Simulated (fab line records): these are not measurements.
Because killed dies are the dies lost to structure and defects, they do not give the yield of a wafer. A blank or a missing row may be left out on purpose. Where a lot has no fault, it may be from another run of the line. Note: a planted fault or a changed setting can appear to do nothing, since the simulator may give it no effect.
8D (eight disciplines) problem report, filled in by code || flow rit_cmos || the parts of the form that need people (team, actions taken, sign-off) are left out

== 1. PROBLEM STATEMENT ==
ACTIVE_NITRIDE_THK at RIT_ACTIVE_THK_MEAS_04 reads a mean of 133.0 nm on 6 wafers of 2 lots; wafers without a fault read 149.7 nm with a standard deviation of 1.4. That puts it -12 standard deviations away from the usual mean.
First seen on wafer L913.2, day 2 15:43, on film_metro-02. The record holds 42 wafers of 14 lots with a number at this step. The rule behind "out" and "out of limits": a value lying over 4 standard deviations away from the usual mean. The rest of the wafers with a number are treated as sound.

== 2. WHAT IT IS AND WHAT IT IS NOT ==
{"question": "which readings at this step", "is": "ACTIVE_NITRIDE_THK", "is not": "-"}
{"question": "which lots", "is": "L913, L916", "is not": "L908, L909, L910, L911, L912, L915, L923, L925, L928, L929, L930, L931"}
{"question": "which wafers of those lots", "is": "all that have a number", "is not": "-"}
{"question": "read on which gauges", "is": "film_metro-02, film_metro-04", "is not": "film_metro-01"}
{"question": "when", "is": "from day 2 15:43", "is not": "up to then (15 sound wafers); but 21 sound wafers of L915, L923, L925, L928, L929, L930, L931 came after"}

== 3. WHAT RULES OUT EACH SUSPECT ==
Counting: a tool at a process step up to the reading stays a suspect if it ran every lot that is out and no sound lot after the first of them.
- ruled out: the gauge at RIT_ACTIVE_THK_MEAS_04. The wafers that are out were read on 2 gauges (film_metro-02, film_metro-04).
- lpcvd-01 at RIT_ACTIVE_CVD_03 (deposits Si3N4 from SiH2Cl2/NH3, target thk 150 nm, time 1500 s): ruled out as a lasting fault. Following L913 (day 2 13:35), the first lot on it that is out, the sound lots L928, L930 were run on it.
Left after counting: nothing in the record.

== 4. THE CAUSE (what the simulator had put in) ==
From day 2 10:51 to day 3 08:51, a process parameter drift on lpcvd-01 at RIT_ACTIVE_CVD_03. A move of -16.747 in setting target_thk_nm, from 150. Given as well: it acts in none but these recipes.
The count ruled it out by mistake, since the rule takes a fault to strike every lot its tool runs from the start of the fault on, and this one did not do so.

== 5. SEQUENCE OF EFFECTS, ordered by route ==
Rows list readings where the struck wafers' mean (over those with a number) sits beyond 3 standard deviations from the usual. Only readings for which the record gives a usual standard deviation are gone through. hours: the time from each lot's start at the first step in this table that gives one to its start at this step, as a median over the lots. sigmas: the change in usual standard deviations.
{"hours": 0, "step": "RIT_ACTIVE_THK_MEAS_04", "reading": "ACTIVE_NITRIDE_THK", "usual": "149.7 nm", "on struck wafers": 133.0, "change": -16.7, "sigmas": -12}

== 6. WHAT WOULD HAVE CAUGHT IT SOONER ==
Counted from the fault's start at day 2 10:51, it took 5 hours until the first out-of-limits reading at a measuring or inspecting step in this record, taken at day 2 15:43.
No tool reading at RIT_ACTIVE_CVD_03 that has a usual standard deviation in the record was out on any struck wafer, so an alarm limit of 4 standard deviations on those readings would not have fired.
